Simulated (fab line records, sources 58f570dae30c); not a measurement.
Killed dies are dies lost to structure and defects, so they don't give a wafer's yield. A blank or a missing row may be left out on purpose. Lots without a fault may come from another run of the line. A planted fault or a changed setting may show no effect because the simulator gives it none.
Problem report in the 8D (eight disciplines) form, filled by code | flow berkeley_cmos170 | the parts of the form that need people (team, actions taken, sign-off) are left out

1. THE PROBLEM
chamber_pressure_mTorr at UCB170_M3_ETCH_17 reads a mean of 14.993 mTorr on 6 wafers of 2 lots; wafers without a fault read 29.999 mTorr with a standard deviation of 0.03. That is -99 or more standard deviations from the usual mean.
The step: etches BARC in N2/H2.
First seen on wafer L167.2, day 11 22:59, on rie_diel-03. The record holds 42 wafers of 14 lots with a number at this step. Rule for "out", or "out of limits": more than 4 standard deviations from the usual mean. The other wafers with a number count as sound.

2. WHAT IT IS AND WHAT IT IS NOT
question                    | is                     | is not
which readings at this step | chamber_pressure_mTorr | drypump_motor_current_A, throttle_valve_pct
which lots                  | L167, L169             | L156, L157, L158, L160, L161, L162, L163, L168, L173, L174, L175, L176
which wafers of those lots  | all that have a number | -
read on which tools         | rie_diel-03            | rie_diel-02, rie_diel-04
when                        | from day 11 22:59      | up to then (24 sound wafers); but 12 sound wafers of L173, L174, L175, L176 came after

3. SUSPECTS, AND WHAT RULES EACH OUT
Counting: a tool at a process step up to the reading stays a suspect if it ran every lot that is out and no sound lot after the first of them.
- rie_diel-03 at UCB170_M3_ETCH_17 (etches BARC in N2/H2): kept. It ran every lot that is out, first L167 (day 11 22:59), and no sound lot after that; its last sound lot up to then is L168 (day 11 21:13). Its own readings are out on those wafers: chamber_pressure_mTorr.
Left after counting: rie_diel-03 at UCB170_M3_ETCH_17.

4. THE CAUSE (what the simulator had put in)
Process parameter drift: rie_diel-03, from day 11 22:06 on, at UCB170_M3_ETCH_17. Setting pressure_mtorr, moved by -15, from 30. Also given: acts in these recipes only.
Counting left only this tool.

5. THE CHAIN OF EFFECTS, in route order
Each row: a reading whose mean over the struck wafers that have a number lies more than 3 standard deviations from the usual. Only readings for which the record gives a usual standard deviation are gone through. hours: the time from each lot's start at the first step in this table that gives one to its start at this step, as a median over the lots. sigmas: the change in usual standard deviations.
hours | step              | reading                | usual        | on struck wafers | change  | sigmas
0     | UCB170_M3_ETCH_17 | chamber_pressure_mTorr | 29.999 mTorr | 14.993           | -15.006 | -99 or more
0     | UCB170_M3_ETCH_17 | oes_product_au         | 1.004 a.u.   | 1.074            | +0.070  | +4.1
The process steps in it:
- UCB170_M3_ETCH_17: etches BARC in N2/H2.

6. WHAT WOULD HAVE CAUGHT IT SOONER
In this record the first reading out of limits was taken at day 11 22:59, 1 hour after the fault began at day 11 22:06.
